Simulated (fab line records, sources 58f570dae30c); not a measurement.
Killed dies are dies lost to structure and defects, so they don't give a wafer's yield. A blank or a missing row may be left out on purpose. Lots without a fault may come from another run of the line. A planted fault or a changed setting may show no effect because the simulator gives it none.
A struck lot beside a sound one | flow berkeley_cmos170 | 43 steps out of a route of 331
Sound: wafers L790.1, L790.5, L790.6. Struck: wafers L803.1, L803.4, L803.5. The cause comes at the end.
At each step with rows: each side's tool, then ch and its chambers, then its first start. Under that, the readings that differ: sound wafers | struck wafers | difference of the means | sigmas: that difference in standard deviations of wafers without a fault.
alike: readings whose means differ by less than 2 such deviations, and words and numbers that are the same on both sides. not compared: withheld readings, readings that some wafer has no value for, bounds like >300 that may hide the same value, and numbers for which the record gives no deviation and whose values overlap.
The two part at a step that has a row with sigmas, a row that says differs or no value, or rows on one side only. Numbers that don't overlap but have no deviation are shown without sigmas and don't part them. A reading that every wafer of one side lacks parts them only if that side has two wafers or more.

UCB170_PLDD_STRIP_10: strips in O2.
  sound on plasma_asher-01 ch 0,1, day 7 01:25; struck on plasma_asher-03 ch 0,1, day 9 14:22
  alike: drypump_motor_current_A, oes_product_au, strip_time_to_endpoint_s
  not compared: rf_hours_counter_h
UCB170_PLDD_TW_MEAS_11:
  sound on film_metro-03, day 7 01:31; struck on film_metro-01, day 9 14:28
  alike: PLDD_TW
then, 7 steps without rows for these wafers: UCB170_PLDD_CLEAN_12 (cleans in SPM, time 600 s); UCB170_NLDD_HMDS_00 (prime time 60 s); UCB170_NLDD_COAT_01 (resist thk 900 nm); UCB170_NLDD_SOFTBAKE_02 (time 60 s); UCB170_NLDD_EXPOSE_03 (exposes mask NSELECT, target cd 1200 nm); UCB170_NLDD_PEB_04; UCB170_NLDD_DEVELOP_05 (develop time 45 s).
UCB170_NLDD_CD_MEAS_06: target cd 1200 nm.
  sound on cd_sem-02, day 7 03:22; struck on cd_sem-02, day 9 15:51
  alike: cd_nm
UCB170_NLDD_OVL_MEAS_07:
  sound on overlay-02, day 7 03:29; struck on overlay-01, day 9 15:58
  alike: NLDD_OVL
then, 1 step without rows for these wafers: UCB170_NLDD_IMPLANT_08.
UCB170_NLDD_IMPLANT_09:
  sound on implanter-04 ch 0, day 7 03:41; struck on implanter-04 ch 0, day 9 16:09
  reading            | sound                         | struck                        | difference | sigmas
  dose_ions_cm2      | 5.003e+13 4.997e+13 5.008e+13 | 7.251e+13 7.248e+13 7.244e+13 | +2.245e+13 | +99 or more
  faraday_current_uA | 159 157 162                   | 224 232 230                   | +69        | +22
UCB170_NLDD_STRIP_10: strips in O2.
  sound on plasma_asher-01 ch 0,1, day 7 03:50; struck on plasma_asher-04 ch 0,1, day 9 16:18
  alike: drypump_motor_current_A, oes_product_au, strip_time_to_endpoint_s
  not compared: rf_hours_counter_h
UCB170_NLDD_TW_MEAS_11:
  sound on film_metro-03, day 7 03:56; struck on film_metro-04, day 9 16:44
  reading | sound          | struck         | difference | sigmas
  NLDD_TW | 2212 2203 2195 | 2334 2335 2333 | +131       | +11
  not compared: hold
UCB170_SPACER_CVD_00: deposits SiO2 from TEOS/O2, target thk 376 nm, time 48.07 s.
  sound on pecvd-01 ch 1,2, day 7 04:10; struck on pecvd-01 ch 0,1,2, day 9 22:29
  alike: heater_power_w
UCB170_SPACER_THK_MEAS_01:
  sound on film_metro-03, day 7 04:13; struck on film_metro-04, day 9 22:31
  alike: SPACER_TEOS_THK
then, 8 steps without rows for these wafers: UCB170_SPACER_ANNEAL_02 (time 1800 s); UCB170_SPACER_ETCHBACK_03 (etches SiO2 in CHF3/CF4/Ar, stops on Si, target depth 376 nm, time 100 s); UCB170_PSD_HMDS_00 (prime time 60 s); UCB170_PSD_COAT_01 (resist thk 900 nm); UCB170_PSD_SOFTBAKE_02 (time 60 s); UCB170_PSD_EXPOSE_03 (exposes mask PSELECT MOD, target cd 1200 nm); UCB170_PSD_PEB_04; UCB170_PSD_DEVELOP_05 (develop time 45 s).
UCB170_PSD_CD_MEAS_06: target cd 1200 nm.
  sound on cd_sem-02, day 7 08:13; struck on cd_sem-02, day 10 01:05
  alike: cd_nm
UCB170_PSD_OVL_MEAS_07:
  sound on overlay-01, day 7 08:20; struck on overlay-02, day 10 01:12
  alike: PSD_OVL
then, 1 step without rows for these wafers: UCB170_PSD_IMPLANT_08.
UCB170_PSD_STRIP_09: strips in O2.
  sound on plasma_asher-02 ch 0,1, day 7 08:31; struck on plasma_asher-02 ch 0,1, day 10 01:23
  reading                      | sound             | struck            | difference | sigmas
  strip_time_to_endpoint_s (s) | 29.29 29.27 29.28 | 29.54 29.50 29.53 | +0.24      | +3
  alike: drypump_motor_current_A, oes_product_au
  not compared: rf_hours_counter_h
UCB170_PSD_TW_MEAS_10:
  sound on film_metro-04, day 7 08:37; struck on film_metro-03, day 10 01:32
  alike: PSD_TW
then, 7 steps without rows for these wafers: UCB170_PSD_CLEAN_11 (cleans in SPM, time 600 s); UCB170_NSD_HMDS_00 (prime time 60 s); UCB170_NSD_COAT_01 (resist thk 900 nm); UCB170_NSD_SOFTBAKE_02 (time 60 s); UCB170_NSD_EXPOSE_03 (exposes mask NSELECT MOD, target cd 1200 nm); UCB170_NSD_PEB_04; UCB170_NSD_DEVELOP_05 (develop time 45 s).
UCB170_NSD_CD_MEAS_06: target cd 1200 nm.
  sound on cd_sem-01, day 7 10:56; struck on cd_sem-02, day 10 03:58
  alike: cd_nm
UCB170_NSD_OVL_MEAS_07:
  sound on overlay-01, day 7 11:04; struck on overlay-02, day 10 04:05
  alike: NSD_OVL
then, 1 step without rows for these wafers: UCB170_NSD_IMPLANT_08.
UCB170_NSD_STRIP_09: strips in O2.
  sound on plasma_asher-01 ch 0,1, day 7 11:15; struck on plasma_asher-04 ch 0,1, day 10 04:17
  reading                      | sound             | struck            | difference | sigmas
  strip_time_to_endpoint_s (s) | 35.75 35.78 35.76 | 35.92 35.94 35.98 | +0.18      | +2
  alike: drypump_motor_current_A, oes_product_au
  not compared: rf_hours_counter_h
UCB170_SDANNEAL_RS_MEAS_05: measures by four-point-probe.
  sound on film_metro-04, day 7 13:09; struck on film_metro-04, day 10 06:29
  reading          | sound             | struck            | difference | sigmas
  NLDD_RS (ohm/sq) | 621.2 619.9 619.9 | 536.6 538.0 537.2 | -83.1      | -49
  not compared: hold
UCB170_M3_PROBE_99:
  the record has rows for the sound wafers here (prober-02, day 8 16:28) and none for the struck ones

WHERE THEY PART
First at UCB170_NLDD_IMPLANT_09; last, within this record, at UCB170_M3_PROBE_99.

WHY: what the simulator had put in
Process parameter drift: implanter-04, from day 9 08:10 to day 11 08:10, at UCB170_NLDD_IMPLANT_09. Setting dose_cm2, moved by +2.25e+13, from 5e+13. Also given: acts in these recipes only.
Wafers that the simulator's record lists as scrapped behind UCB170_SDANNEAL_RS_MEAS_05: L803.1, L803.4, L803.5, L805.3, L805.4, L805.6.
